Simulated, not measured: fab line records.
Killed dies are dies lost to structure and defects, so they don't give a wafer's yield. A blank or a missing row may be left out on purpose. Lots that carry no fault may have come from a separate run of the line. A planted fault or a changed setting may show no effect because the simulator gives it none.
Which tool did it? + flow berkeley cmos170 + 14 lots, 42 wafers sampled, at 4 steps of a route of 331

## WHAT EACH GAUGE READ, for each wafer
UCB170_M2_RS_MEAS_02: the measuring method here is four-point-probe.
| lot  | measured     | on            | M2_AL_RS (ohm/sq)    |
|------|--------------|---------------|----------------------|
| L916 | day 7 06:46  | film metro-01 | 0.0317 0.0324 0.0316 |
| L918 | day 8 05:17  | film metro-04 | 0.0319 0.0318 0.0323 |
| L919 | day 8 16:19  | film metro-01 | 0.0320 0.0320 0.0321 |
| L920 | day 8 16:33  | film metro-03 | 0.0321 0.0330 0.0329 |
| L921 | day 8 17:15  | film metro-04 | 0.0318 0.0326 0.0326 |
| L922 | day 9 01:05  | film metro-04 | 0.0328 0.0318 0.0317 |
| L923 | day 9 07:03  | film metro-04 | 0.0322 0.0322 0.0328 |
| L924 | day 9 10:24  | film metro-01 | 0.0328 0.0322 0.0327 |
| L931 | day 10 16:21 | film metro-01 | 0.0321 0.0330 0.0329 |
| L933 | day 11 03:19 | film metro-03 | 0.0316 0.0326 0.0316 |
| L936 | day 11 10:14 | film metro-01 | 0.0319 0.0326 0.0324 |
| L939 | day 12 02:28 | film metro-01 | 0.0325 0.0329 0.0321 |
| L937 | day 12 06:38 | film metro-03 | 0.0317 0.0319 0.0325 |
| L938 | day 12 06:54 | film metro-04 | 0.0323 0.0315 0.0321 |

UCB170_M3_RS_MEAS_02: the measuring method here is four-point-probe.
| lot  | measured     | on            | M3_AL_RS (ohm/sq)    |
|------|--------------|---------------|----------------------|
| L916 | day 7 12:08  | film metro-02 | 0.0316 0.0324 0.0323 |
| L918 | day 8 10:52  | film metro-04 | 0.0325 0.0324 0.0324 |
| L919 | day 8 23:28  | film metro-02 | 0.0328 0.0319 0.0324 |
| L920 | day 9 00:34  | film metro-04 | 0.0320 0.0319 0.0321 |
| L921 | day 9 00:05  | film metro-03 | 0.0320 0.0319 0.0320 |
| L922 | day 9 07:53  | film metro-02 | 0.0316 0.0324 0.0318 |
| L923 | day 9 12:29  | film metro-04 | 0.0323 0.0332 0.0320 |
| L924 | day 9 15:30  | film metro-04 | 0.0320 0.0321 0.0318 |
| L931 | day 10 22:23 | film metro-03 | 0.0322 0.0326 0.0327 |
| L933 | day 11 08:38 | film metro-04 | 0.0326 0.0319 0.0321 |
| L936 | day 11 16:32 | film metro-02 | 0.0319 0.0317 0.0318 |
| L939 | day 12 08:28 | film metro-04 | 0.0328 0.0326 0.0331 |
| L937 | day 12 11:55 | film metro-03 | 0.0320 0.0323 0.0320 |
| L938 | day 12 12:14 | film metro-02 | 0.0320 0.0318 0.0316 |

## TOOL THAT RAN EACH LOT (tool first, then ch and the chambers of the sampled wafers, then the start)
| lot  | UCB170_V2_SOFTBAKE_08             | UCB170_M3_SPUTTER_01         |
|------|-----------------------------------|------------------------------|
| L916 | litho track-04 ch 0, day 7 10:54  | pvd sputter-04, day 7 12:04  |
| L918 | litho track-03 ch 0, day 8 09:31  | pvd sputter-01, day 8 10:44  |
| L919 | litho track-01 ch 0, day 8 21:46  | pvd sputter-04, day 8 23:23  |
| L920 | litho track-03 ch 0, day 8 22:59  | pvd sputter-02, day 9 00:27  |
| L921 | litho track-01 ch 0, day 8 22:40  | pvd sputter-01, day 8 23:59  |
| L922 | litho track-01 ch 0, day 9 06:37  | pvd sputter-04, day 9 07:48  |
| L923 | litho track-01 ch 0, day 9 11:07  | pvd sputter-04, day 9 12:23  |
| L924 | litho track-04 ch 0, day 9 14:16  | pvd sputter-02, day 9 15:25  |
| L931 | litho track-03 ch 0, day 10 20:37 | pvd sputter-04, day 10 22:19 |
| L933 | litho track-04 ch 0, day 11 07:08 | pvd sputter-04, day 11 08:33 |
| L936 | litho track-04 ch 0, day 11 15:10 | pvd sputter-01, day 11 16:25 |
| L939 | litho track-03 ch 0, day 12 07:04 | pvd sputter-04, day 12 08:19 |
| L937 | litho track-03 ch 0, day 12 10:25 | pvd sputter-01, day 12 11:50 |
| L938 | litho track-03 ch 0, day 12 10:52 | pvd sputter-02, day 12 12:10 |
- UCB170_V2_SOFTBAKE_08: time 60 s.
- UCB170_M3_SPUTTER_01: material Al, target thk 900 nm, time 120 s.

## WHAT THE TOOLS THEMSELVES READ (means of the sampled wafers that have a number; where no wafer has one, the mark that the record gives instead)
UCB170_V2_SOFTBAKE_08.
| lot  | tool           | heater power total W (W) | run length s (s) |
|------|----------------|--------------------------|------------------|
| L916 | litho track-04 | 56.79                    | 88.88            |
| L918 | litho track-03 | 56.82                    | 89.17            |
| L919 | litho track-01 | 56.77                    | 88.95            |
| L920 | litho track-03 | 56.82                    | 89.22            |
| L921 | litho track-01 | 56.82                    | 88.91            |
| L922 | litho track-01 | 57.20                    | 87.29            |
| L923 | litho track-01 | 57.20                    | 87.40            |
| L924 | litho track-04 | 56.79                    | 88.96            |
| L931 | litho track-03 | 56.75                    | 89.06            |
| L933 | litho track-04 | 56.79                    | 88.94            |
| L936 | litho track-04 | 56.79                    | 89.06            |
| L939 | litho track-03 | 56.81                    | 89.08            |
| L937 | litho track-03 | 56.82                    | 89.05            |
| L938 | litho track-03 | 56.78                    | 89.23            |

UCB170_M3_SPUTTER_01.
| lot  | tool           | throttle valve pct (%) |
|------|----------------|------------------------|
| L916 | pvd sputter-04 | 29.5                   |
| L918 | pvd sputter-01 | 29.3                   |
| L919 | pvd sputter-04 | 30.8                   |
| L920 | pvd sputter-02 | 30.7                   |
| L921 | pvd sputter-01 | 29.5                   |
| L922 | pvd sputter-04 | 29.1                   |
| L923 | pvd sputter-04 | 29.2                   |
| L924 | pvd sputter-02 | 30.2                   |
| L931 | pvd sputter-04 | 30.5                   |
| L933 | pvd sputter-04 | 30.7                   |
| L936 | pvd sputter-01 | 29.4                   |
| L939 | pvd sputter-04 | 31.2                   |
| L937 | pvd sputter-01 | 29.2                   |
| L938 | pvd sputter-02 | 31.0                   |

## THE ANSWER, worked out from the rows above alone
Rule: what is usual is taken from the lots themselves. The widest of any qualifying gaps counts: lots, ordered by their means at a reading, are off when they make up no more than a third of the lots, leave a main group of 4 or more, and stand apart from it by 3 or more times the standard deviation of that group's means. Not used: any main group whose means are identical at the precision the tables above print for the reading. A lot without any number at a reading at which 4 lots or more have one is off too. Where the step has rows for the other lots, those lots are counted as sound. After the gauges, taken in route order, come the tools' own readings; for these a lot's mean is taken, as printed above. At the first step where some lot is off, the reading lying furthest off is the one used; lots without a number count as furthest.
Off at UCB170_V2_SOFTBAKE_08 (heater power total W): L922, L923. The main group: mean 56.80 W, standard deviation 0.022.
If a tool, at that step or one of the process steps before it, ran each lot that is off and ran no sound lot following the first of them, it fits. One fits: UCB170_V2_SOFTBAKE_08 on litho track-01. Its last sound lot is L921 (day 8 22:40), its first lot that is off L922 (day 9 06:37): a fault that began between those two fits.
The tool's own readings at UCB170_V2_SOFTBAKE_08 bear it out: on the lots that are off they differ by more than 5 times the standard deviation of the sound lots' means. heater power total W reads 57.20 W there against 56.80 W on the sound lots; run length s reads 87.34 s there against 89.04 s on the sound lots.

## WHAT THE SIMULATOR HAD INSERTED
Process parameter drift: litho track-01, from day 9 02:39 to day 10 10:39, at UCB170_V2_SOFTBAKE_08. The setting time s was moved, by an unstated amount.
Lots struck among those shown: L922, L923. The same result came from the rule above.
